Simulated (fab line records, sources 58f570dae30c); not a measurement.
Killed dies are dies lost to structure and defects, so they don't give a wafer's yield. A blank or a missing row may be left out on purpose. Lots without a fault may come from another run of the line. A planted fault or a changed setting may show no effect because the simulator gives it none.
fab line records | flow berkeley_cmos170
record lots=5 wafers=23
route steps=331 shown NWELL@18 WELLDRIVE@56 ACTIVE@65 PFIELD@86 PVT@122 GATE@130 PLDD@155 SPACER@171 PSD@178
start_h: hours from the record's first day to the start of the lot's first wafer shown | wait_h: hours since the lot's step before | " the same as in the row above | L1.1+2: a row that stands for several wafers | - no value, or no start given | * or withheld: withheld | < > ~ a bound
route shown NAME@n: a module of which the file shows steps, and the number in the route of the first | usual: mean/standard deviation of fault-free wafers | same: alike in all rows | chamber/n: place in a boat | sites: the reading at each site | _std_site: their standard deviation | _edge_site: outer sites' mean less inner sites' | radius_mm: how far each site lies from the wafer's centre | mask NAME#n: copy n | behind: the tool/chamber that last shaped the wafer | hold: why the lot was held/for how many hours/how that ended | device: the transistor (n, p or np) that didn't switch | end of line: the same wafers' tests at the end of the route | a step without rows: its recipe alone | killed: dies lost to structure and defects at the first sort, not the wafer's yield | map: a wafer's dies, x killed, . not, _ none there
set.NAME: the setting as run; set.NAME@STEP: as run at that earlier step | model.NAME: the simulator's own value behind a step, which no gauge read
lots whose settings were changed on purpose; a table a step, a row a wafer
## steps
# step UCB170_NWELL_CVD_04
# recipe material=Si3N4 target_thk_nm=224 temp_c=800 precursor=SiH2Cl2/NH3 time_s=3360 pressure_mtorr=200 sih2cl2_flow_sccm=25 nh3_flow_sccm=75
# columns lot.wafer tool chamber start_h wait_h set.sih2cl2_flow_sccm model.Si3N4_of_NWELL_CVD_04.thk_nm
L075.2 - - - 0.0 28.7 234.4
L075.3 " - " " 28.7 235.2
L075.4 " - " " 28.7 234.3
L075.5 " - " " 28.7 234.7
L075.6 " - " " 28.7 236.2
L076.1 - - - 0.7 23.76 219.9
L076.2 " - " " 23.76 218.8
L076.3 " - " " 23.76 218.7
L076.4 " - " " 23.76 219.1
L076.5 " - " " 23.76 220.2
L079.1 - - - 0.0 27.28 228.8
L079.3 " - " " 27.28 227.5
L079.4 " - " " 27.28 230.1
L079.5 " - " " 27.28 229.1
L079.6 " - " " 27.28 229.8
L082.1 - - - 0.0 23.8 224.1
L082.3 " - " " 23.8 224.3
L082.4 " - " " 23.8 222.9
L082.5 " - " " 23.8 223.2
L082.6 " - " " 23.8 223.1
L084.2+5 lpcvd-02 1 78.36 0.7 25 225.8
L084.6 " 1 " " 25 225.4
# step UCB170_WELLDRIVE_OXIDATION_01
# recipe temp_c=1100 ambient=O2 target_thk_a=1990 ox_time_s=9000
# columns lot.wafer tool chamber start_h wait_h set.ox_time_s model.SiO2_of_WELLDRIVE_OXIDATION_01.thk_nm
L076.1+2 - - - 1.3 9000 194.2
L076.3 " - " " 9000 191.5
L076.4 " - " " 9000 194.1
L076.5 " - " " 9000 195
L075.2 - - - 2.3 9441 206.4
L075.3 " - " " 9441 208.9
L075.4 " - " " 9441 209.7
L075.5 " - " " 9441 203.1
L075.6 " - " " 9441 204.1
L079.1 - - - 1.6 10340 215.4
L079.3 " - " " 10340 213.8
L079.4 " - " " 10340 216.6
L079.5 " - " " 10340 219.1
L079.6 " - " " 10340 216.3
L082.1 - - - 2.8 7978 188.2
L082.3 " - " " 7978 192.5
L082.4 " - " " 7978 189.7
L082.5 " - " " 7978 189.3
L082.6 " - " " 7978 187.1
L084.2 furnace-01 0 108.44 2.5 9000 197.5
L084.5 " 0 " " 9000 196.6
L084.6 " 0 " " 9000 196.5
# step UCB170_ACTIVE_CVD_05
# recipe material=Si3N4 target_thk_nm=220 temp_c=800 precursor=SiH2Cl2/NH3 time_s=3300 pressure_mtorr=200 sih2cl2_flow_sccm=25 nh3_flow_sccm=75
# columns lot.wafer tool chamber start_h wait_h set.temp_c model.Si3N4_of_ACTIVE_CVD_05.thk_nm
L076.1 - - - 0.0 806.4 246.5
L076.2 " - " " 806.4 249.2
L076.3 " - " " 806.4 247.5
L076.4 " - " " 806.4 248.4
L076.5 " - " " 806.4 247.2
L075.2 - - - 1.9 811.4 270.2
L075.3 " - " " 811.4 270
L075.4 " - " " 811.4 271.7
L075.5 " - " " 811.4 271.3
L075.6 " - " " 811.4 270.4
L079.1 - - - 0.0 777.1 143.1
L079.3 " - " " 777.1 141.9
L079.4 " - " " 777.1 143.3
L079.5 " - " " 777.1 144.3
L079.6 " - " " 777.1 142.1
L082.1 - - - 0.6 780.8 155.8
L082.3 " - " " 780.8 157.7
L082.4 " - " " 780.8 158.1
L082.5 " - " " 780.8 157.5
L082.6 " - " " 780.8 155.3
L084.2 lpcvd-01 1 125.49 0.0 800 223.4
L084.5 " 1 " " 800 222.4
L084.6 " 1 " " 800 221.5
# step UCB170_ACTIVE_THK_MEAS_06
# recipe reads=Si3N4_of_ACTIVE_CVD_05
# usual ACTIVE_NITRIDE_THK=221.2/1.8
# columns lot.wafer tool chamber start_h wait_h set.temp_c@ACTIVE_CVD_05 ACTIVE_NITRIDE_THK[nm]
L076.1 film_metro-04 - - - 806.4 246.3
L076.2 " - " " 806.4 249.3
L076.3 " - " " 806.4 247.6
L076.4 " - " " 806.4 248.3
L076.5 " - " " 806.4 247.2
L075.2 film_metro-02 - - - 811.4 270.4
L075.3 " - " " 811.4 269.8
L075.4 " - " " 811.4 271.6
L075.5 " - " " 811.4 271.3
L075.6 " - " " 811.4 270.2
L079.1 film_metro-03 - - - 777.1 143.1
L079.3 " - " " 777.1 142.0
L079.4 " - " " 777.1 143.4
L079.5 " - " " 777.1 144.4
L079.6 " - " " 777.1 142.1
L082.1 film_metro-02 - - - 780.8 155.9
L082.3 " - " " 780.8 157.6
L082.4 " - " " 780.8 158.1
L082.5 " - " " 780.8 157.4
L082.6 " - " " 780.8 155.2
L084.2 film_metro-02 - 127.41 0.0 800 223.4
L084.5 " - " " 800 222.4
L084.6 " - " " 800 221.3
# step UCB170_ACTIVE_ETCH_15
# recipe chemistry=CH3F/Ar/O2 target=Si3N4 stop_on=SiO2 CH3F_flow_sccm=20 Ar_flow_sccm=50 O2_flow_sccm=7 pressure_mtorr=50 rf_w=450 target_depth_a=2420 over_etch_frac=0.1 time_s=151
# usual oes_product_au=0.938/0.014
# columns lot.wafer tool chamber start_h wait_h set.rf_w set.temp_c@ACTIVE_CVD_05 oes_product_au model.etch.depth_nm
L076.1 rie_diel-04 1 76.90 0.0 450 806.4 1.001 237.7
L076.2 " 3 " " 450 806.4 0.985 247.1
L076.3 " 2 " " 450 806.4 0.970 242
L076.4 " 0 " " 492 806.4 1.017 248.4
L076.5 " 3 " " 492 806.4 0.999 247.2
L075.2 rie_diel-04 1 80.98 0.0 450 811.4 1.006 240.4
L075.3 " 2 " " 450 811.4 0.968 241
L075.4 " 3 " " 450 811.4 0.999 245.5
L075.5 " 0 " " 450 811.4 1.001 244.1
L075.6 " 1 " " 450 811.4 1.009 241.5
L079.1 rie_diel-04 0 99.93 0.0 450 777.1 0.751 143.1
L079.3 " 3 " " 450 777.1 0.735 141.9
L079.4 " 2 " " 450 777.1 0.721 143.3
L079.5 " 0 " " 450 777.1 0.750 144.3
L079.6 " 1 " " 450 777.1 0.747 142.1
L082.1 rie_diel-03 0 109.81 0.0 435.9 780.8 0.765 155.8
L082.3 " 2 " " 435.9 780.8 0.793 157.7
L082.4 " 1 " " 450 780.8 0.777 158.1
L082.5 " 1 " " 450 780.8 0.777 157.5
L082.6 " 0 " " 450 780.8 0.768 155.3
L084.2 rie_diel-01 2 128.46 0.0 450 800 0.924 223.4
L084.5 " 0 " " 450 800 0.939 222.4
L084.6 " 1 " " 450 800 0.948 221.5
# step UCB170_PFIELD_IMPLANT_07
# recipe species=B dose_cm2=2e+13 energy_kev=80 tilt_deg=7
# columns lot.wafer tool chamber start_h wait_h set.energy_kev model.implant.rp_nm model.implant.drp_nm
L076.1+4 implanter-04 0 80.38 0.0 76.84 259.4 73.4
L076.2+3+5 " 0 " " 80 267.8 74.86
L075.2+3+4+5+6 implanter-02 0 82.80 0.0 80 268.5 74.86
L079.1+3+4+5+6 implanter-02 0 101.61 0.0 80 253.9 74.86
L082.1+4 implanter-04 0 112.37 0.0 77.72 258.1 73.82
L082.3+5+6 " 0 " " 80 264.2 74.86
L084.2+5+6 implanter-02 0 130.13 0.0 80 263.2 74.86
# step UCB170_PVT_IMPLANT_07
# recipe species=P dose_cm2=2e+12 energy_kev=30 tilt_deg=7
# columns lot.wafer tool chamber start_h wait_h set.energy_kev model.implant.rp_nm model.implant.drp_nm
L076.1+3+5 implanter-03 0 112.88 0.0 31.77 38.89 17.38
L076.2+4 " 0 " " 30 36.83 16.56
L075.2+4+6 implanter-04 0 113.41 0.0 30 36.34 16.56
L075.3+5 " 0 " " 28.76 35.32 16.15
L079.1+4 implanter-04 0 135.36 0.0 30 35.95 16.56
L079.3+5+6 " 0 " " 31.48 37.63 17.25
L082.1+3+4+5+6 implanter-03 0 141.93 0.0 30 35.67 16.56
L084.2+5+6 implanter-04 0 161.58 0.0 30 37.04 16.56
# step UCB170_GATE_CVD_04
# recipe material=poly-Si temp_c=610 precursor=SiH4 time_s=1440 pressure_mtorr=375 target_thk_nm=214 sih4_flow_sccm=120
# columns lot.wafer tool chamber start_h wait_h set.sih4_flow_sccm model.poly-Si_of_GATE_CVD_04.thk_nm
L075.2 - - - 0.0 120 217.9
L075.3 " - " " 120 215.3
L075.4 " - " " 120 216.2
L075.5 " - " " 120 217
L075.6 " - " " 120 216.6
L076.1 - - - 0.0 109 197.4
L076.2 " - " " 109 196.5
L076.3 " - " " 109 198.6
L076.4 " - " " 109 198.5
L076.5 " - " " 109 197.9
L079.1+6 - - - 0.0 120 215.2
L079.3 " - " " 120 214.5
L079.4 " - " " 120 215.3
L079.5 " - " " 120 214.4
L082.1 - - - 0.0 120 213.6
L082.3 " - " " 120 215.5
L082.4 " - " " 120 214.3
L082.5 " - " " 120 214.6
L082.6 " - " " 120 214.8
L084.2 lpcvd-01 0 173.09 0.7 120 213.1
L084.5 " 0 " " 120 213.4
L084.6 " 0 " " 120 209.8
# step UCB170_GATE_THK_MEAS_05
# recipe reads=poly-Si_of_GATE_CVD_04
# usual GATE_POLY_THK=215.4/2.4
# columns lot.wafer tool chamber start_h wait_h set.sih4_flow_sccm@GATE_CVD_04 GATE_POLY_THK[nm]
L076.1 film_metro-01 - - - 109 197.4
L076.2 " - " " 109 196.5
L076.3 " - " " 109 198.6
L076.4 " - " " 109 198.6
L076.5 " - " " 109 197.9
L075.2 film_metro-04 - - - 120 217.9
L075.3 " - " " 120 215.3
L075.4 " - " " 120 216.1
L075.5 " - " " 120 217.0
L075.6 " - " " 120 216.7
L079.1 film_metro-04 - - - 120 215.1
L079.3 " - " " 120 214.4
L079.4 " - " " 120 215.3
L079.5 " - " " 120 214.4
L079.6 " - " " 120 215.1
L082.1 film_metro-04 - - - 120 213.6
L082.3 " - " " 120 215.4
L082.4 " - " " 120 214.2
L082.5 " - " " 120 214.6
L082.6 " - " " 120 214.9
L084.2 film_metro-04 - 174.50 0.0 120 213.1
L084.5 " - " " 120 213.4
L084.6 " - " " 120 209.7
# step UCB170_GATE_ETCH_14
# recipe chemistry=N2/H2 target_depth_a=withheld overetch_a=withheld target=BARC time_s=withheld source_w=500 bias_w=100 pressure_mtorr=30 n2_flow_sccm=100 h2_flow_sccm=200
# columns lot.wafer tool chamber start_h wait_h set.pressure_mtorr
L076.1+2+3+4+5 rie_diel-02 0,3,2,1,2 126.10 0.0 33.52
L075.2+3+4+5+6 rie_diel-03 2,3,0,3,2 126.45 0.0 32.69
L079.1+3+4+5+6 rie_diel-04 2,3,1,2,3 151.71 0.0 31.46
L082.1+3+4+5+6 rie_diel-04 1,1,2,2,1 156.63 0.0 26.5
L084.2+5+6 rie_diel-03 0,3,2 175.54 0.0 30
# step UCB170_GATE_ETCH_15
# recipe chemistry=HBr/Cl2 target=poly-Si stop_on=SiO2 over_etch_frac=0.3 icp_w=300 bias_w=150 time_s=56.3 pressure_mtorr=15 HBr_flow_sccm=150 Cl2_flow_sccm=50 target_depth_a=2782
# columns lot.wafer tool chamber start_h wait_h set.sih4_flow_sccm@GATE_CVD_04 model.etch.depth_nm model.GATE.feature_depth_nm
L076.1 rie_si-01 1 126.15 - 109 197.4 197.4
L076.2 " 0 " " 109 196.5 196.5
L076.3 " 2 " " 109 198.6 198.6
L076.4 " 3 " " 109 198.5 198.5
L076.5 " 2 " " 109 197.9 197.9
L075.2 rie_si-02 0 126.50 - 120 217.9 217.9
L075.3 " 2 " " 120 215.3 215.3
L075.4 " 3 " " 120 216.2 216.2
L075.5 " 3 " " 120 217 217
L075.6 " 0 " " 120 216.6 216.6
L079.1 rie_si-01 0 151.75 - 120 215.2 215.3
L079.3 " 2 " " 120 214.5 214.5
L079.4 " 3 " " 120 215.3 215.3
L079.5 " 0 " " 120 214.4 214.4
L079.6 " 1 " " 120 215.2 215.2
L082.1 rie_si-01 1 156.70 - 120 213.6 213.6
L082.3 " 3 " " 120 215.5 215.5
L082.4 " 2 " " 120 214.3 214.3
L082.5 " 0 " " 120 214.6 214.6
L082.6 " 3 " " 120 214.8 214.8
L084.2 rie_si-02 3 175.59 - 120 213.1 213.1
L084.5 " 3 " " 120 213.4 213.4
L084.6 " 2 " " 120 209.8 209.9
# step UCB170_PLDD_STRIP_10
# recipe chemistry=O2 power_w=400 pressure_mtorr=3500 platen_temp_c=withheld o2_flow_sccm=400 overash_fraction=0.5
# usual oes_product_au=0.735/0.0043
# columns lot.wafer tool chamber start_h wait_h set.overash_fraction oes_product_au
L076.1 plasma_asher-03 1 128.01 0.1 0.5 0.736
L076.2 " 0 " " 0.5 0.726
L076.3 " 0 " " 0.5 0.733
L076.4 " 1 " " 0.5 0.736
L076.5 " 1 " " 0.5 0.731
L075.2 plasma_asher-04 1 128.29 0.1 0.6264 0.703
L075.3 " 0 " " 0.5 0.731
L075.4 " 1 " " 0.5 0.732
L075.5 " 0 " " 0.6264 0.693
L075.6 " 1 " " 0.5 0.738
L079.1 plasma_asher-03 1 153.65 0.1 0.5 0.733
L079.3 " 0 " " 0.5 0.734
L079.4 " 1 " " 0.5959 0.713
L079.5 " 0 " " 0.5 0.734
L079.6 " 1 " " 0.5959 0.710
L082.1 plasma_asher-02 0 159.14 0.1 0.5 0.735
L082.3 " 0 " " 0.5 0.737
L082.4 " 1 " " 0.5764 0.706
L082.5 " 1 " " 0.5 0.731
L082.6 " 0 " " 0.5764 0.715
L084.2 plasma_asher-03 0 177.34 0.1 0.5 0.730
L084.5 " 1 " " 0.5 0.736
L084.6 " 0 " " 0.5 0.737
# step UCB170_SPACER_CVD_00
# recipe material=SiO2 target_thk_nm=376 temp_c=390 precursor=TEOS/O2 time_s=47 rf_w=550 pressure_mtorr=9000
# columns lot.wafer tool chamber start_h wait_h set.time_s model.SiO2_of_SPACER_CVD_00.thk_nm
L076.1 pecvd-02 0 129.98 0.0 47 371.9
L076.2 " 2 " " 47 375.5
L076.3 " 1 " " 49.96 399
L076.4 " 0 " " 49.96 402.7
L076.5 " 1 " " 47 380.1
L075.2 pecvd-03 2 130.25 0.0 40.03 315.3
L075.3 " 0 " " 47 371
L075.4 " 0 " " 47 373.3
L075.5 " 2 " " 47 371.7
L075.6 " 1 " " 40.03 315.8
L079.1 pecvd-03 0 157.54 0.0 42.65 333.7
L079.3 " 1 " " 42.65 334.5
L079.4 " 0 " " 47 371.7
L079.5 " 2 " " 47 372.2
L079.6 " 1 " " 42.65 338.1
L082.1 pecvd-02 1 161.31 0.0 47 373.4
L082.3 " 0 " " 47 376.7
L082.4 " 0 " " 47 378.4
L082.5 " 1 " " 47 382.1
L082.6 " 2 " " 47 378.3
L084.2 pecvd-01 1 179.31 0.0 47 373.7
L084.5 " 2 " " 47 376.7
L084.6 " 1 " " 47 382.9
# step UCB170_SPACER_THK_MEAS_01
# recipe reads=SiO2_of_SPACER_CVD_00
# usual SPACER_TEOS_THK=375/4.1
# columns lot.wafer tool chamber start_h wait_h set.time_s@SPACER_CVD_00 SPACER_TEOS_THK[nm]
L076.1 film_metro-01 - 130.02 0.0 47 372
L076.2 " - " " 47 376
L076.3 " - " " 49.96 399
L076.4 " - " " 49.96 403
L076.5 " - " " 47 380
L075.2 film_metro-02 - 130.31 0.0 40.03 315
L075.3 " - " " 47 371
L075.4 " - " " 47 374
L075.5 " - " " 47 372
L075.6 " - " " 40.03 316
L079.1 film_metro-01 - 157.59 0.0 42.65 334
L079.3 " - " " 42.65 335
L079.4 " - " " 47 371
L079.5 " - " " 47 372
L079.6 " - " " 42.65 338
L082.1 film_metro-01 - 161.35 0.0 47 373
L082.3 " - " " 47 377
L082.4 " - " " 47 379
L082.5 " - " " 47 382
L082.6 " - " " 47 378
L084.2 film_metro-02 - 179.36 0.0 47 374
L084.5 " - " " 47 377
L084.6 " - " " 47 383
# step UCB170_SPACER_ANNEAL_02
# recipe temp_c=900 time_s=1800 ambient=N2
# step UCB170_SPACER_ETCHBACK_03
# recipe stop_on=Si target=SiO2 chemistry=CHF3/CF4/Ar CHF3_flow_sccm=50 cf4_flow_sccm=10 Ar_flow_sccm=120 pressure_mtorr=200 rf_w=500 target_depth_a=3760 time_s=100
# usual oes_product_au=0.892/0.016
# columns lot.wafer tool chamber start_h wait_h set.time_s@SPACER_CVD_00 oes_product_au model.etch.depth_nm
L075.2 rie_diel-02 1 133.51 0.0 40.03 0.781 315.3
L075.3 " 0 " " 47 0.902 371
L075.4 " 3 " " 47 0.879 373.3
L075.5 " 1 " " 47 0.873 371.7
L075.6 " 0 " " 40.03 0.810 315.8
L076.1 rie_diel-03 0 133.51 0.0 47 0.888 371.9
L076.2 " 2 " " 47 0.916 375.5
L076.3 " 3 " " 49.96 0.913 399
L076.4 " 1 " " 49.96 0.942 402.7
L076.5 " 1 " " 47 0.895 380.1
L079.1 rie_diel-03 1 162.02 0.0 42.65 0.815 333.7
L079.3 " 2 " " 42.65 0.847 334.5
L079.4 " 0 " " 47 0.884 371.7
L079.5 " 1 " " 47 0.884 372.2
L079.6 " 2 " " 42.65 0.851 338.1
L082.1 rie_diel-02 2 165.29 0.0 47 0.904 373.4
L082.3 " 1 " " 47 0.881 376.7
L082.4 " 3 " " 47 0.891 378.4
L082.5 " 3 " " 47 0.904 382.1
L082.6 " 2 " " 47 0.911 378.3
L084.2 rie_diel-01 2 183.46 0.0 47 0.882 373.7
L084.5 " 2 " " 47 0.884 376.7
L084.6 " 1 " " 47 0.917 382.9
# step UCB170_PSD_EXPOSE_03
# recipe mask_id=PSELECT_MOD na=0.5 sigma_outer=0.6 source_shape=conventional target_cd_nm=1200 dose_mj=30
# columns lot.wafer tool chamber start_h wait_h mask set.dose_mj
L076.1+2+4 krf_scanner-01 0 134.04 0.1 PSELECT_MOD#0 30
L076.3+5 " 0 " " PSELECT_MOD#0 31.46
L075.2+3 krf_scanner-02 0 134.30 0.4 PSELECT_MOD#0 30
L075.4+5+6 " 0 " " PSELECT_MOD#0 31.72
L079.1+3 krf_scanner-02 0 162.79 0.1 PSELECT_MOD#0 30.58
L079.4+5+6 " 0 " " PSELECT_MOD#0 30
L082.1+3+4+5+6 krf_scanner-01 0 166.25 0.4 PSELECT_MOD#0 30
L084.2+5+6 krf_scanner-01 0 184.24 0.3 PSELECT_MOD#0 30
# step UCB170_PSD_PEB_04
# recipe peb_temp_c=130 peb_time_s=withheld resist=KrF
# step UCB170_PSD_DEVELOP_05
# recipe developer=TMAH develop_time_s=45 resist=KrF dev_temp_c=21
# step UCB170_PSD_CD_MEAS_06
# recipe target_cd_nm=1200
# usual cd_nm=1199.7/1.5
# columns lot.wafer tool chamber start_h wait_h set.dose_mj@PSD_EXPOSE_03 cd_nm
L076.1 cd_sem-02 - 134.59 - 30 1203.0
L076.2 " - " " 30 1201.9
L076.3 " - " " 31.46 1209.8
L076.4 " - " " 30 1202.2
L076.5 " - " " 31.46 1209.7
L075.2 cd_sem-02 - 134.94 - 30 1198.6
L075.3 " - " " 30 1199.4
L075.4 " - " " 31.72 1210.2
L075.5 " - " " 31.72 1209.0
L075.6 " - " " 31.72 1208.4
L079.1 cd_sem-01 - 163.40 - 30.58 1202.8
L079.3 " - " " 30.58 1202.9
L079.4 " - " " 30 1199.4
L079.5 " - " " 30 1198.6
L079.6 " - " " 30 1197.9
L082.1 cd_sem-02 - 166.65 - 30 1198.4
L082.3 " - " " 30 1199.7
L082.4 " - " " 30 1199.5
L082.5 " - " " 30 1198.3
L082.6 " - " " 30 1200.3
L084.2 cd_sem-01 - 184.63 - 30 1196.5
L084.5 " - " " 30 1197.8
L084.6 " - " " 30 1198.3
## key
split step=UCB170_NWELL_CVD_04 setting=sih2cl2_flow_sccm stated=25 by=lot
response step=UCB170_NWELL_CVD_04 reading=model.Si3N4_of_NWELL_CVD_04.thk_nm change=+0.642 per=1% r=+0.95
split step=UCB170_WELLDRIVE_OXIDATION_01 setting=ox_time_s stated=9000 by=lot
response step=UCB170_WELLDRIVE_OXIDATION_01 reading=model.SiO2_of_WELLDRIVE_OXIDATION_01.thk_nm change=+1.08 per=1% r=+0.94
split step=UCB170_ACTIVE_CVD_05 setting=temp_c stated=800 by=lot
response step=UCB170_ACTIVE_CVD_05 reading=model.Si3N4_of_ACTIVE_CVD_05.thk_nm change=+29.2 per=1% r=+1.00
response step=UCB170_ACTIVE_THK_MEAS_06 reading=ACTIVE_NITRIDE_THK change=+29.2 per=1% r=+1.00
response step=UCB170_ACTIVE_ETCH_15 reading=oes_product_au change=+0.0629 per=1% r=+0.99
response step=UCB170_ACTIVE_ETCH_15 reading=model.etch.depth_nm change=+24.8 per=1% r=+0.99
split step=UCB170_ACTIVE_ETCH_15 setting=rf_w stated=450 by=wafer
response none clear
split step=UCB170_PFIELD_IMPLANT_07 setting=energy_kev stated=80 by=wafer
response step=UCB170_PFIELD_IMPLANT_07 reading=model.implant.rp_nm change=+2.13 per=1% r=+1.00
response step=UCB170_PFIELD_IMPLANT_07 reading=model.implant.drp_nm change=+0.367 per=1% r=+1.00
split step=UCB170_PVT_IMPLANT_07 setting=energy_kev stated=30 by=wafer
response step=UCB170_PVT_IMPLANT_07 reading=model.implant.rp_nm change=+0.324 per=1% r=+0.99
response step=UCB170_PVT_IMPLANT_07 reading=model.implant.drp_nm change=+0.13 per=1% r=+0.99
split step=UCB170_GATE_CVD_04 setting=sih4_flow_sccm stated=120 by=lot
response step=UCB170_GATE_CVD_04 reading=model.poly-Si_of_GATE_CVD_04.thk_nm change=+1.86 per=1% r=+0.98
response step=UCB170_GATE_THK_MEAS_05 reading=GATE_POLY_THK change=+1.85 per=1% r=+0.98
response step=UCB170_GATE_ETCH_15 reading=model.etch.depth_nm change=+1.86 per=1% r=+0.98
response step=UCB170_GATE_ETCH_15 reading=model.GATE.feature_depth_nm change=+1.86 per=1% r=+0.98
split step=UCB170_GATE_ETCH_14 setting=pressure_mtorr stated=30 by=lot
response none clear
split step=UCB170_PLDD_STRIP_10 setting=overash_fraction stated=0.5 by=wafer
response step=UCB170_PLDD_STRIP_10 reading=oes_product_au change=-0.00136 per=1% r=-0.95
split step=UCB170_SPACER_CVD_00 setting=time_s stated=47 by=wafer
response step=UCB170_SPACER_CVD_00 reading=model.SiO2_of_SPACER_CVD_00.thk_nm change=+3.86 per=1% r=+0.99
response step=UCB170_SPACER_THK_MEAS_01 reading=SPACER_TEOS_THK change=+3.87 per=1% r=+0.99
response step=UCB170_SPACER_ETCHBACK_03 reading=oes_product_au change=+0.00557 per=1% r=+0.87
response step=UCB170_SPACER_ETCHBACK_03 reading=model.etch.depth_nm change=+3.86 per=1% r=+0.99
split step=UCB170_PSD_EXPOSE_03 setting=dose_mj stated=30 by=wafer
response step=UCB170_PSD_CD_MEAS_06 reading=cd_nm change=+1.7 per=1% r=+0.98
